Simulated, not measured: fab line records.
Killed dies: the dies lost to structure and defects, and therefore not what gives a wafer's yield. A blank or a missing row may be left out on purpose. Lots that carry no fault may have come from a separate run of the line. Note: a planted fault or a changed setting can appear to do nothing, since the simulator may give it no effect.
Which of the tools did it? ; flow rit-cmos ; 42 wafers from 14 lots sampled at 2 of the route's 202 steps

WHAT THE GAUGES READ, wafer by wafer
RIT_CONTACT_THK_MEAS_01. Usual: CONTACT_TEOS_THK typically reads 399 nm, with standard deviation 5.2.
lot;measured;on;CONTACT_TEOS_THK (nm);flag
L221;day 3 15:28;film-metro-03;397 394 394;
L223;day 3 19:40;film-metro-03;393 396 398;
L222;day 3 21:41;film-metro-04;396 395 389;
L224;day 4 02:30;film-metro-03;406 394 404;
L225;day 4 07:03;film-metro-04;395 388 391;
L226;day 4 12:16;film-metro-03;392 396 395;
L231;day 5 09:25;film-metro-03;561 556 572;OFF
L230;day 5 11:39;film-metro-02;393 403 400;
L233;day 5 20:18;film-metro-04;560 566 562;OFF
L237;day 6 14:32;film-metro-04;398 407 402;
L238;day 6 16:28;film-metro-02;399 399 400;
L240;day 7 06:56;film-metro-04;396 399 405;
L241;day 7 10:57;film-metro-04;402 401 401;
L243;day 7 22:16;film-metro-04;390 400 405;

WHAT TOOL EACH LOT RAN ON (gives the tool, then ch and the chambers of the sampled wafers, and finally the start)
lot;RIT_CONTACT_CVD_00
L221;pecvd-04 ch 0,2, day 3 15:25
L223;pecvd-03 ch 0,1, day 3 19:35
L222;pecvd-02 ch 0,1,2, day 3 21:38
L224;pecvd-04 ch 0,1,2, day 4 02:27
L225;pecvd-03 ch 0,1, day 4 06:59
L226;pecvd-02 ch 0,1,2, day 4 12:12
L231;pecvd-04 ch 0,1,2, day 5 09:22
L230;pecvd-03 ch 0,1,2, day 5 11:36
L233;pecvd-04 ch 1,2, day 5 20:14
L237;pecvd-03 ch 0,1,2, day 6 14:29
L238;pecvd-02 ch 0,1,2, day 6 16:25
L240;pecvd-03 ch 1,2, day 7 06:53
L241;pecvd-02 ch 0,1, day 7 10:53
L243;pecvd-03 ch 0,2, day 7 22:13
- RIT_CONTACT_CVD_00: deposits SiO2 from TEOS, target thk 400 nm, time 61 s.

AS READ BY THE TOOLS THEMSELVES (means over the sampled wafers that have a number; for cases with no such wafer, the mark the record gives instead)
RIT_CONTACT_CVD_00. Usual: heater-power-w reads 296 W (standard deviation 53).
lot;tool;heater-power-w (W);flag
L221;pecvd-04;349;
L223;pecvd-03;274;
L222;pecvd-02;313;
L224;pecvd-04;356;
L225;pecvd-03;257;
L226;pecvd-02;308;
L231;pecvd-04;342;
L230;pecvd-03;257;
L233;pecvd-04;281;
L237;pecvd-03;258;
L238;pecvd-02;297;
L240;pecvd-03;226;
L241;pecvd-02;289;
L243;pecvd-03;303;

THE ANSWER, worked out from the rows above alone
Rule: a lot is off if the mean of its wafers that have a number lies more than 3 standard deviations from the usual mean. Also off: a lot with no number at a reading for which 4 or more lots have one. Any other lot the step has rows for is counted as sound. The gauges are gone through in route order, then the tools' own readings, and for those a lot's mean is taken as printed above. The first step at which some lot is off is used, and at that step the reading that is off furthest; a lot without a number counts as furthest.
Off: L231, L233, at RIT_CONTACT_THK_MEAS_01 (CONTACT_TEOS_THK).
A tool fits if, at a process step before that reading, it ran every lot that is off, and no sound lot after the first of them. The gauges at RIT_CONTACT_THK_MEAS_01 are tried like those tools. One candidate fits, namely pecvd-04 at RIT_CONTACT_CVD_00. A fault onset in the window from L224 (day 4 02:27, its last sound lot) to L231 (day 5 09:22, its first lot off) fits.

WHAT THE SIMULATOR HAD PUT IN
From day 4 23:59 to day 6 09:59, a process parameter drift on pecvd-04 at RIT_CONTACT_CVD_00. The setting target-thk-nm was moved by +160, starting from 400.
Struck lots among those shown: L231, L233. The rule above reached the same finding.
